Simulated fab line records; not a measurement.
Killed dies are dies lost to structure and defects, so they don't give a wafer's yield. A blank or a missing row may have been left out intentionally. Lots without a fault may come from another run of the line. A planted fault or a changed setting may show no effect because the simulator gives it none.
fab line records	flow ritCmos
record: lots: 12	wafers: 36	lastDay: 8
route steps=202 shown ACTIVE@14 NLDD@111 M1@202
lots untouched by any fault: they come from a run of this same line in which no faults occurred
startH: the number of hours between the record's first day and the start of the first shown wafer of the lot	waitH: time in hours since the lot's previous step	" identical to the entry in the row above	L1.1+2: a row that stands for several wafers	- value missing, or start not given	* or withheld: withheld	< > ~ a bound
route shown NAME@n: names a module that has steps shown in the file, with the first one's number in the route	usual: mean/standard deviation of fault-free wafers	same: alike in all rows	chamber/n: place in a boat	sites: readings site by site	_std_site: the values' standard deviation	_edge_site: the outer-site mean with the inner-site mean subtracted	radiusMm: for every site, how far away it sits from the centre of the wafer	mask NAME#n: copy n	behind: the most recent tool/chamber to have shaped the wafer	hold: why the lot went on hold/how many hours it stayed there/how the hold came to an end	device: the n, p or np transistor that did not switch	end of line: the route-end tests of the same wafers	for a step that has no rows: nothing shown but its recipe	killed: dies that structure and defects cost at the first sort, which is not the same as the wafer's yield	map: dies across one wafer; x = killed, . = not, _ = none there
set.NAME: the setting as run; set.NAME@STEP: as run at that earlier step	model.NAME: the simulator's own value behind a step, which no gauge read
route steps across a sampled set of lots; one table per step, one row per wafer
services: when a tool's chamber went out of use (startH, in hours from the record's first day, below 0 if earlier), for how many hours, and the reason
== steps ==
step: RIT_ACTIVE_ETCH_13
recipe: stopOn: SiO2	chemistry: SF6	target: Si3N4	timeS: 210	overEtchFrac: 0.4	SF6_flow_sccm: 200	pressureMtorr: 260	rfW: 125	targetDepthA: 2100
usual: drypumpMotorCurrentA: 5.5/0.36	oesProductAu: 0.819/0.014	rfFwdPowerW: 124.6/0.37	throttleValvePct: 7.52/0.095
same: overEtchFrac: 0.4
lot.wafer	tool	chamber	startH	waitH	drypumpMotorCurrentA	oesProductAu	rfFwdPowerW	rfHoursCounterH	throttleValvePct
L504.3	rieDiel-02	2	14.71	0.1	4.7	0.847	124.8	135	7.66
L504.4	"	3	"	"	5.5	0.796	124.0	1	7.45
L504.5	"	1	"	"	5.9	0.841	125.0	-	7.55
L505.4	rieDiel-02	3	20.70	0.1	5.5	0.801	124.6	2	7.45
L505.5	"	3	"	"	5.5	0.794	124.1	-	7.46
L505.6	"	0	"	"	5.6	0.807	125.0	-	7.32
L506.1	rieDiel-02	0	24.90	0.1	5.6	0.801	125.1	145	7.32
L506.5	"	3	"	"	5.5	0.792	124.4	-	7.47
L506.6	"	2	"	"	4.7	0.841	124.6	-	7.67
L507.2	rieDiel-03	2	30.74	0.1	5.6	0.830	124.8	75	7.47
L507.4	"	1	"	"	5.5	0.829	124.5	159	7.60
L507.6	"	1	"	"	5.5	0.842	125.1	-	7.60
L508.2	rieDiel-03	3	38.14	0.1	5.3	0.828	124.4	145	7.51
L508.3	"	1	"	"	5.5	0.833	124.7	160	7.61
L508.4	"	2	"	"	5.6	0.834	124.6	75	7.48
L512.2	rieDiel-03	1	54.87	0.1	5.5	0.834	125.2	160	7.60
L512.5	"	1	"	"	5.5	0.826	124.6	-	7.60
L512.6	"	0	"	"	5.6	0.825	125.6	-	7.61
L515.1	rieDiel-03	1	70.76	0.1	5.5	0.827	124.8	160	7.61
L515.2	"	2	"	"	5.5	0.823	124.5	76	7.45
L515.6	"	1	"	"	5.5	0.823	124.4	-	7.61
L516.1	rieDiel-03	0	76.06	0.1	5.6	0.819	124.2	100	7.61
L516.4	"	1	"	"	5.5	0.828	124.1	160	7.61
L516.6	"	2	"	"	5.6	0.831	124.9	-	7.46
L518.1	rieDiel-03	3	85.74	0.1	5.3	0.825	123.9	145	7.51
L518.4	"	2	"	"	5.6	0.833	124.8	76	7.48
L518.6	"	3	"	"	5.3	0.831	124.1	-	7.50
L523.1	rieDiel-03	2	109.79	0.1	5.6	0.818	124.9	76	7.49
L523.5	"	3	"	"	5.3	0.814	124.7	-	7.50
L523.6	"	2	"	"	5.6	0.829	124.5	-	7.48
L526.1	rieDiel-04	0	124.88	0.1	6.0	0.810	124.4	59	7.45
L526.3	"	1	"	"	5.7	0.812	124.5	30	7.40
L526.5	"	1	"	"	5.7	0.810	124.4	-	7.40
L527.1	rieDiel-04	3	130.64	0.1	4.8	0.784	124.5	73	7.64
L527.3	"	0	"	"	6.0	0.817	124.9	60	7.46
L527.4	"	1	"	"	5.7	0.808	124.5	-	7.42
step: RIT_ACTIVE_STRIP_14
recipe: chemistry: O2	timeS: 180	resist: NOVOLAK	platenTempC: withheld	powerW: 500	pressureMtorr: 4000	o2FlowSccm: 4000
usual: drypumpMotorCurrentA: 5.9/0.6
lot.wafer	tool	chamber	startH	waitH	drypumpMotorCurrentA	rfHoursCounterH
L504.3	plasmaAsher-03	0	14.90	0.1	6.2	-
L504.4	"	1	"	"	6.5	-
L504.5	"	1	"	"	6.5	-
L505.4	plasmaAsher-03	1	20.89	0.1	6.6	-
L505.5	"	0	"	"	6.2	-
L505.6	"	1	"	"	6.6	-
L506.1	plasmaAsher-02	0	25.03	0.1	5.9	34
L506.5	"	1	"	"	4.8	-
L506.6	"	0	"	"	6.0	-
L507.2	plasmaAsher-02	1	30.87	0.1	4.8	35
L507.4	"	1	"	"	4.8	-
L507.6	"	1	"	"	4.8	-
L508.2	plasmaAsher-04	1	38.28	0.1	5.3	25
L508.3	"	1	"	"	5.3	-
L508.4	"	0	"	"	6.3	-
L512.2	plasmaAsher-04	1	55.01	0.1	5.3	27
L512.5	"	1	"	"	5.3	-
L512.6	"	0	"	"	6.3	-
L515.1	plasmaAsher-02	1	70.89	0.1	4.8	40
L515.2	"	0	"	"	5.9	40
L515.6	"	0	"	"	6.0	-
L516.1	plasmaAsher-02	0	76.19	0.1	5.9	40
L516.4	"	0	"	"	5.9	-
L516.6	"	1	"	"	4.9	-
L518.1	plasmaAsher-04	0	85.87	0.1	6.3	30
L518.4	"	0	"	"	6.3	-
L518.6	"	1	"	"	5.3	-
L523.1	plasmaAsher-03	0	109.92	0.1	6.2	47
L523.5	"	1	"	"	6.6	-
L523.6	"	0	"	"	6.2	-
L526.1	plasmaAsher-02	0	125.02	0.1	5.9	1
L526.3	"	0	"	"	5.9	-
L526.5	"	0	"	"	5.9	-
L527.1	plasmaAsher-04	1	130.77	0.1	5.3	35
L527.3	"	1	"	"	5.3	-
L527.4	"	0	"	"	6.3	-
step: RIT_ACTIVE_CD_MEAS_90
recipe: targetCdNm: 1400
usual: cdNm: 1400.2/2
lot.wafer	tool	chamber	startH	waitH	cdNm
L504.3	cdSem-01	-	15.06	0.1	1399.7
L504.4	"	-	"	"	1399.9
L504.5	"	-	"	"	1398.2
L505.4	cdSem-02	-	21.07	0.1	1400.2
L505.5	"	-	"	"	1399.4
L505.6	"	-	"	"	1400.9
L506.1	cdSem-01	-	25.21	0.1	1399.0
L506.5	"	-	"	"	1398.8
L506.6	"	-	"	"	1399.8
L507.2	cdSem-02	-	31.07	0.1	1398.4
L507.4	"	-	"	"	1400.7
L507.6	"	-	"	"	1402.4
L508.2	cdSem-01	-	38.47	0.1	1399.8
L508.3	"	-	"	"	1399.4
L508.4	"	-	"	"	1399.8
L512.2	cdSem-02	-	55.20	0.1	1400.3
L512.5	"	-	"	"	1400.7
L512.6	"	-	"	"	1402.0
L515.1	cdSem-02	-	71.07	0.1	1401.7
L515.2	"	-	"	"	1400.6
L515.6	"	-	"	"	1401.7
L516.1	cdSem-01	-	76.36	0.1	1400.9
L516.4	"	-	"	"	1403.2
L516.6	"	-	"	"	1401.5
L518.1	cdSem-01	-	86.05	0.1	1401.4
L518.4	"	-	"	"	1399.7
L518.6	"	-	"	"	1400.5
L523.1	cdSem-01	-	110.10	0.1	1403.5
L523.5	"	-	"	"	1401.8
L523.6	"	-	"	"	1401.7
L526.1	cdSem-01	-	125.19	0.1	1402.9
L526.3	"	-	"	"	1403.5
L526.5	"	-	"	"	1402.9
L527.1	cdSem-02	-	130.95	0.1	1395.8
L527.3	"	-	"	"	1399.1
L527.4	"	-	"	"	1399.4
step: RIT_NLDD_IMPLANT_08
recipe: species: P	energyKev: 20	doseCm2: 4.909e+14	tiltDeg: 7
usual: beamEnergyKeV: 20.001/0.0057	beamOnS: 30.3/1.9	faradayCurrentUA: 516/32	tiltDeg: 6.997/0.022
lot.wafer	tool	chamber	startH	waitH	beamEnergyKeV	beamOnS	faradayCurrentUA	tiltDeg
L504.3	implanter-03	0	44.38	0.1	20.000	31.5	494	6.972
L504.4	"	0	"	"	19.994	31.9	487	6.973
L504.5	"	0	"	"	20.006	31.9	489	6.996
L505.4	implanter-02	0	48.63	0.1	20.005	28.9	538	6.978
L505.5	"	0	"	"	20.006	28.2	553	6.982
L505.6	"	0	"	"	19.998	28.7	544	6.985
L506.1	implanter-02	0	55.95	0.1	19.998	28.6	543	7.005
L506.5	"	0	"	"	19.988	29.2	534	6.958
L506.6	"	0	"	"	20.000	29.4	532	7.028
L507.2	implanter-02	0	61.15	0.1	19.999	28.5	547	7.005
L507.4	"	0	"	"	20.006	29.6	526	6.991
L507.6	"	0	"	"	20.000	29.2	533	6.995
L508.2	implanter-01	0	67.45	0.1	20.002	27.9	557	6.984
L508.3	"	0	"	"	20.006	29.7	524	6.964
L508.4	"	0	"	"	19.991	28.7	543	6.998
L512.2	implanter-01	0	84.38	0.1	19.993	28.8	544	6.986
L512.5	"	0	"	"	19.998	27.8	558	7.019
L512.6	"	0	"	"	20.004	27.4	565	7.013
L515.1	implanter-03	0	98.75	0.1	26.003	22.6	687	6.940
L515.2	"	0	"	"	25.998	21.3	731	6.981
L515.6	"	0	"	"	26.002	21.6	723	6.952
L516.1	implanter-03	0	105.44	0.1	25.997	22.2	701	6.987
L516.4	"	0	"	"	26.002	22.4	694	7.013
L516.6	"	0	"	"	26.007	21.7	718	6.993
L518.1	implanter-01	0	113.50	0.1	19.992	27.4	569	6.989
L518.4	"	0	"	"	19.997	27.5	565	7.034
L518.6	"	0	"	"	19.998	29.6	525	7.009
L523.1	implanter-01	0	144.66	0.1	20.015	28.4	550	7.018
L523.5	"	0	"	"	20.000	28.3	553	7.001
L523.6	"	0	"	"	20.013	27.5	565	7.032
L526.1	implanter-01	0	158.17	0.1	20.002	28.5	543	6.989
L526.3	"	0	"	"	20.002	28.6	545	7.003
L526.5	"	0	"	"	19.996	28.6	542	6.982
L527.1	implanter-01	0	166.72	0.1	19.998	28.3	551	6.991
L527.3	"	0	"	"	20.001	29.1	536	6.990
L527.4	"	0	"	"	19.993	29.5	530	7.008
step: RIT_NLDD_TW_MEAS_10
usual: NLDD_TW: 2481/19
lot.wafer	tool	chamber	startH	waitH	NLDD_TW
L504.3	filmMetro-02	-	44.68	0.1	2494
L504.4	"	-	"	"	2496
L504.5	"	-	"	"	2505
L505.4	filmMetro-02	-	48.91	0.1	2501
L505.5	"	-	"	"	2488
L505.6	"	-	"	"	2499
L506.1	filmMetro-02	-	56.27	0.1	2508
L506.5	"	-	"	"	2509
L506.6	"	-	"	"	2511
L507.2	filmMetro-04	-	61.46	0.1	2456
L507.4	"	-	"	"	2450
L507.6	"	-	"	"	2441
L508.2	filmMetro-01	-	67.76	0.1	2465
L508.3	"	-	"	"	2459
L508.4	"	-	"	"	2457
L512.2	filmMetro-02	-	84.69	0.1	2514
L512.5	"	-	"	"	2506
L512.6	"	-	"	"	2514
L515.1	filmMetro-02	-	99.07	0.1	2691
L515.2	"	-	"	"	2681
L515.6	"	-	"	"	2697
L516.1	filmMetro-02	-	105.76	0.1	2685
L516.4	"	-	"	"	2678
L516.6	"	-	"	"	2679
L518.1	filmMetro-01	-	113.82	0.1	2484
L518.4	"	-	"	"	2492
L518.6	"	-	"	"	2475
L523.1	filmMetro-02	-	144.99	0.1	2496
L523.5	"	-	"	"	2473
L523.6	"	-	"	"	2482
L526.1	filmMetro-04	-	158.49	0.1	2461
L526.3	"	-	"	"	2457
L526.5	"	-	"	"	2466
L527.1	filmMetro-04	-	167.04	0.1	2468
L527.3	"	-	"	"	2457
L527.4	"	-	"	"	2463
step: RIT_SDANNEAL_RS_MEAS_07
recipe: thkMeasGauge: four-point-probe
usual: NLDD_RS: 153.8/0.55
lot.wafer	tool	chamber	startH	waitH	NLDD_RS[ohm/sq]
L504.3	filmMetro-01	-	52.51	0.1	154.2
L504.4	"	-	"	"	154.4
L504.5	"	-	"	"	154.2
L505.4	filmMetro-04	-	56.74	0.1	154.3
L505.5	"	-	"	"	154.2
L505.6	"	-	"	"	154.0
L506.1	filmMetro-04	-	64.02	0.1	152.8
L506.5	"	-	"	"	153.8
L506.6	"	-	"	"	153.6
L507.2	filmMetro-04	-	70.16	0.1	152.8
L507.4	"	-	"	"	153.4
L507.6	"	-	"	"	152.8
L508.2	filmMetro-04	-	75.76	0.1	152.8
L508.3	"	-	"	"	153.7
L508.4	"	-	"	"	153.6
L512.2	filmMetro-04	-	92.97	0.1	153.4
L512.5	"	-	"	"	153.8
L512.6	"	-	"	"	153.6
L515.1	filmMetro-01	-	107.23	0.1	149.2
L515.2	"	-	"	"	149.1
L515.6	"	-	"	"	148.9
L516.1	filmMetro-02	-	113.61	0.1	149.4
L516.4	"	-	"	"	149.5
L516.6	"	-	"	"	149.5
L518.1	filmMetro-04	-	121.55	0.1	154.4
L518.4	"	-	"	"	153.2
L518.6	"	-	"	"	153.9
L523.1	filmMetro-02	-	152.88	0.1	154.9
L523.5	"	-	"	"	155.0
L523.6	"	-	"	"	154.8
L526.1	filmMetro-02	-	166.40	0.1	153.7
L526.3	"	-	"	"	154.0
L526.5	"	-	"	"	154.1
L527.1	filmMetro-04	-	174.80	0.1	152.9
L527.3	"	-	"	"	152.8
L527.4	"	-	"	"	153.1
step: RIT_M1_PROBE_99
usual: killedAtContacts: 0.1/0.3	killedAtFrontEnd: 7/3.4	killedDies: 7/3.4	killedOpen: 3.6/2.1	killedShort: 3.5/2.1
same: grossDies: 264	killed_at_M0_to_M3: 0	killed_at_M4_up: 0	killedAtBackSide: 0	killedAtOther: 0
lot.wafer	tool	chamber	startH	waitH	killedAtContacts	killedAtFrontEnd	killedDies	killedOpen	killedShort
L518.1	prober-01	-	128.87	0.1	0	12	12	5	7
L518.4	prober-01	-	129.02	0.2	1	20	21	10	11
L518.6	prober-01	-	129.12	0.2	0	12	12	6	6
killed by level:class
L518.1 SILICIDE:geometricParticle:short=5 GATE:geometricParticle:open=3 FOX1:geometricParticle:short=1 REOX:geometricParticle:open=1 SPACER:geometricParticle:short=1 SILICIDE:geometricParticle:open=1
L518.4 GATE:geometricParticle:open=6 GATE:geometricParticle:short=4 SPACER:geometricParticle:short=4 FOX1:geometricParticle:short=2 FOX1:geometricParticle:open=2 SILICIDE:geometricParticle:open=2 CONTACT:geometricParticle:short=1
L518.6 REOX:geometricParticle:open=3 GATE:geometricParticle:short=2 REOX:geometricParticle:short=2 SILICIDE:geometricParticle:short=2 FOX1:geometricParticle:open=1 GATE:geometricParticle:open=1 SPACER:geometricParticle:open=1
== services ==
tool	chamber	startH	hours	kind
rieDiel-03	3	-1.71	3.5	repair
implanter-03	-	5.81	5.6	pm
implanter-01	-	10.50	3.6	pm
rieDiel-04	0	11.36	3.8	repair
rieDiel-04	-	14.80	0.3	repair
implanter-03	-	22.46	2.4	repair
implanter-03	-	23.57	2.7	repair
plasmaAsher-04	-	28.31	5.7	repair
rieDiel-02	-	40.62	2.8	pm
rieDiel-04	1	59.89	7.6	repair
rieDiel-02	3	65.81	5.9	repair
rieDiel-04	-	66.83	0.9	repair
implanter-03	-	68.15	4.5	pm
plasmaAsher-03	-	70.37	1.0	repair
plasmaAsher-02	-	77.49	2.8	pm
plasmaAsher-03	-	93.07	7.8	repair
rieDiel-03	1	93.32	-	clean
rieDiel-03	1	93.32	31.0	scheduledDown
rieDiel-03	-	94.12	0.2	repair
implanter-03	-	105.88	2.0	repair
plasmaAsher-02	-	108.75	9.0	pm
rieDiel-03	3	129.62	4.2	repair
plasmaAsher-02	-	143.74	0.5	repair
rieDiel-04	3	145.48	5.7	repair
== key ==
firstSign: step: RIT_NLDD_IMPLANT_08	reading: beamEnergyKeV	direction: up	sigmas: 99+	usual: 20.001	struck: 26.001
effect: step: RIT_NLDD_IMPLANT_08	reading: faradayCurrentUA	direction: up	sigmas: 6	usual: 516	struck: 709
effect: step: RIT_NLDD_TW_MEAS_10	reading: NLDD_TW	direction: up	sigmas: 10	usual: 2481	struck: 2685
effect: step: RIT_SDANNEAL_RS_MEAS_07	reading: NLDD_RS	direction: down	sigmas: 8.2	usual: 153.8	struck: 149.3
metAt RIT_NLDD_IMPLANT_08
struckLots L515,L516
testerLeftOut L515,L516
notActingAt RIT_ACTIVE_ETCH_13,RIT_ACTIVE_STRIP_14,RIT_ACTIVE_CD_MEAS_90
onsetBetween 44.38 98.75
fault: kind: processParameterDrift	tool: implanter-03	chamber: -	onsetH: 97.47	steps: RIT_NLDD_IMPLANT_08	channel: energyKev	offset: 6	shape: step	endH: 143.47	actsIn: theseRecipesOnly	stated: 20
testerLeftOut: of these lots the tester's yield and bins aren't shown, on N5 and GAA mostly nor the transistor test; their killed dies are dies lost to structure and defects alone, not to doping, threshold or leakage, so they don't give the yield
